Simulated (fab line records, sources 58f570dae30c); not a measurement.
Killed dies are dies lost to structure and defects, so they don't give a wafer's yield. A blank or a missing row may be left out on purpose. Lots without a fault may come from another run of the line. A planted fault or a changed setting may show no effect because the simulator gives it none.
A struck lot beside a sound one | flow berkeley_cmos170 | 27 steps out of a route of 331
Sound: wafers L851.3, L851.4, L851.5. Struck: wafers L854.2, L854.3, L854.6. The cause comes at the end.
At each step with rows: each side's tool, then ch and its chambers, then its first start. Under that, the readings that differ: sound wafers | struck wafers | difference of the means | sigmas: that difference in standard deviations of wafers without a fault.
alike: readings whose means differ by less than 2 such deviations, and words and numbers that are the same on both sides. not compared: withheld readings, readings that some wafer has no value for, bounds like >300 that may hide the same value, and numbers for which the record gives no deviation and whose values overlap.
The two part at a step that has a row with sigmas, a row that says differs or no value, or rows on one side only. Numbers that don't overlap but have no deviation are shown without sigmas and don't part them. A reading that every wafer of one side lacks parts them only if that side has two wafers or more.

first, 2 steps without rows for these wafers: UCB170_NWELL_PEB_10; UCB170_NWELL_DEVELOP_11 (develop time 45 s).
UCB170_NWELL_OVL_MEAS_12:
  sound on overlay-01, day 2 18:48; struck on overlay-01, day 3 13:19
  alike: NWELL_OVL
UCB170_NWELL_ETCH_13: etches Si3N4 in CH3F/Ar/O2, stops on SiO2, target depth 246.4 nm, time 154 s.
  sound on rie_diel-01 ch 0,1,2, day 2 18:50; struck on rie_diel-01 ch 0,2, day 3 13:20
  alike: drypump_motor_current_A, oes_product_au, rf_fwd_power_W, throttle_valve_pct
  not compared: rf_hours_counter_h
then, 1 step without rows for these wafers: UCB170_NWELL_IMPLANT_14.
UCB170_NWELL_STRIP_15: strips in O2.
  sound on plasma_asher-04 ch 0,1, day 2 19:07; struck on plasma_asher-03 ch 0,1, day 3 13:35
  alike: drypump_motor_current_A, oes_product_au, strip_time_to_endpoint_s
  not compared: rf_hours_counter_h
UCB170_NWELL_TW_MEAS_16:
  sound on film_metro-01, day 2 19:12; struck on film_metro-01, day 3 13:42
  alike: NWELL_TW
then, 5 steps without rows for these wafers: UCB170_NWELL_CLEAN_17 (cleans in SPM, time 600 s); UCB170_NWELL_WET_ETCH_18 (etches Si3N4 in H3PO4, time 14400 s); UCB170_NWELL_WET_ETCH_19 (etches SiO2 in BOE, time 22 s); UCB170_PWELL_CLEAN_00 (cleans in SPM, time 600 s); UCB170_PWELL_CLEAN_01 (cleans in dHF, time 60 s).
UCB170_PWELL_OXIDATION_02: target thk 26.4 nm, ox time 1260 s.
  sound on furnace-02 ch 0, day 3 03:04; struck on furnace-04 ch 0, day 3 22:33
  reading                                      | sound             | struck            | difference | sigmas
  model.SiO2_of_PWELL_OXIDATION_02.thk_nm (nm) | 26.33 26.17 26.53 | 32.69 32.58 32.05 | +6.10      |
  alike: ox_temp_c_max
UCB170_PWELL_THK_MEAS_03:
  sound on film_metro-04, day 3 04:26; struck on film_metro-01, day 3 23:55
  reading              | sound          | struck         | difference | sigmas
  PWELL_OXIDE_THK (nm) | 26.4 26.2 26.5 | 32.7 32.5 32.0 | +6.0       | +13
then, 2 steps without rows for these wafers: UCB170_PWELL_ANNEAL_04 (time 929.2 s); UCB170_PWELL_CVD_05 (deposits Si3N4 from SiH2Cl2/NH3, target thk 220 nm, time 3300 s).
UCB170_PWELL_THK_MEAS_06:
  sound on film_metro-04, day 3 13:03; struck on film_metro-03, day 4 06:37
  alike: PWELL_NITRIDE_THK
then, 6 steps without rows for these wafers: UCB170_PWELL_HMDS_07 (prime time 60 s); UCB170_PWELL_COAT_08 (resist thk 900 nm); UCB170_PWELL_SOFTBAKE_09 (time 60 s); UCB170_PWELL_EXPOSE_10 (exposes mask PWELL, target cd 3000 nm); UCB170_PWELL_PEB_11; UCB170_PWELL_DEVELOP_12 (develop time 45 s).
UCB170_PWELL_OVL_MEAS_13:
  sound on overlay-01, day 3 14:19; struck on overlay-02, day 4 07:31
  alike: PWELL_OVL
UCB170_PWELL_ETCH_14: etches Si3N4 in CH3F/Ar/O2, stops on SiO2, target depth 242 nm, time 151 s.
  sound on rie_diel-03 ch 0,1, day 3 14:20; struck on rie_diel-04 ch 1,2, day 4 07:32
  reading                                      | sound             | struck            | difference | sigmas
  model.SiO2_of_PWELL_OXIDATION_02.thk_nm (nm) | 22.01 21.18 22.24 | 29.18 27.98 27.45 | +6.39      |
  alike: drypump_motor_current_A, oes_product_au, rf_fwd_power_W, throttle_valve_pct
  not compared: rf_hours_counter_h
then, 1 step without rows for these wafers: UCB170_PWELL_IMPLANT_15.
UCB170_M3_PROBE_99:
  the record has rows for the sound wafers here (prober-01, day 9 00:13) and none for the struck ones

WHERE THEY PART
First at UCB170_PWELL_THK_MEAS_03; last, within this record, at UCB170_M3_PROBE_99.

WHY: what the simulator had put in
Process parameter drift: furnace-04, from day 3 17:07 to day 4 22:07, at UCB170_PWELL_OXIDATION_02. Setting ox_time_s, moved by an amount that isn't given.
